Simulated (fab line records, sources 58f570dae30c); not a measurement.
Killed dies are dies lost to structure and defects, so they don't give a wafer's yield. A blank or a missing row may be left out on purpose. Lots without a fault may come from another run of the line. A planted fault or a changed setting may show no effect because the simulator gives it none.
Which tool did it? | flow berkeley_cmos170 | 7 lots, 21 wafers sampled, at 3 steps of a route of 331

WHAT THE GAUGES READ, wafer by wafer
UCB170_PLDD_TW_MEAS_11.
lot  | measured     | on            | PLDD_TW
L559 | day 7 13:29  | film_metro-01 | 1005 1011 1014
L562 | day 8 02:29  | film_metro-02 | 1015 1018 1019
L568 | day 9 14:35  | film_metro-01 | 30 30 30
L573 | day 10 12:02 | film_metro-02 | 1011 1018 1006
L572 | day 10 11:49 | film_metro-01 | 1005 1008 1005
L577 | day 11 15:43 | film_metro-01 | 1015 1016 1010
L581 | day 11 16:28 | film_metro-01 | 1010 1010 1015

WHICH TOOL RAN EACH LOT (tool, then ch and the chambers of the sampled wafers, then the start)
lot  | UCB170_PFIELD_STRIP_08              | UCB170_PLDD_DEVELOP_05
L559 | plasma_asher-01 ch 0,1, day 5 04:04 | litho_track-02 ch 0, day 7 12:00
L562 | plasma_asher-01 ch 0,1, day 5 19:44 | litho_track-02 ch 0, day 8 01:00
L568 | plasma_asher-01 ch 0,1, day 7 05:55 | litho_track-02 ch 0, day 9 13:00
L573 | plasma_asher-04 ch 0, day 8 06:39   | litho_track-04 ch 0, day 10 11:00
L572 | plasma_asher-04 ch 0,1, day 8 07:09 | litho_track-03 ch 0, day 10 11:00
L577 | plasma_asher-01 ch 0,1, day 9 05:59 | litho_track-03 ch 0, day 11 15:00
L581 | plasma_asher-02 ch 0,1, day 9 06:29 | litho_track-03 ch 0, day 11 15:00
- UCB170_PFIELD_STRIP_08: strips in O2.
- UCB170_PLDD_DEVELOP_05: develop time 45 s.

THE ANSWER, worked out from the rows above alone
Rule: what is usual is taken from the lots themselves. Put in order of their means at a reading, lots are off if they are a third of the lots or fewer, leave a main group of 4 or more, and stand apart from it by a gap of 3 or more times the standard deviation of the main group's means; of several such gaps the widest counts. A main group whose means are all the same, to the digits that the tables above print for the reading, isn't used. A lot without any number at a reading at which 4 lots or more have one is off too. The other lots that the step has rows for count as sound.
Off: L568, at UCB170_PLDD_TW_MEAS_11 (PLDD_TW). The main group: mean 1012, standard deviation 3.4.
A tool fits if, at a process step before that reading, it ran every lot that is off, and no sound lot after the first of them. The gauges at UCB170_PLDD_TW_MEAS_11 are tried like those tools. One fits: litho_track-02 at UCB170_PLDD_DEVELOP_05. Its last sound lot is L562 (day 8 01:00), its first lot that is off L568 (day 9 13:00): a fault that began between those two fits.

WHAT THE SIMULATOR HAD PUT IN
Process parameter drift: litho_track-02, from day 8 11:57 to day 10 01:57, at UCB170_PLDD_DEVELOP_05. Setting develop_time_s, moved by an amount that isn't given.
Lots struck among those shown: L568. The rule above found the same.
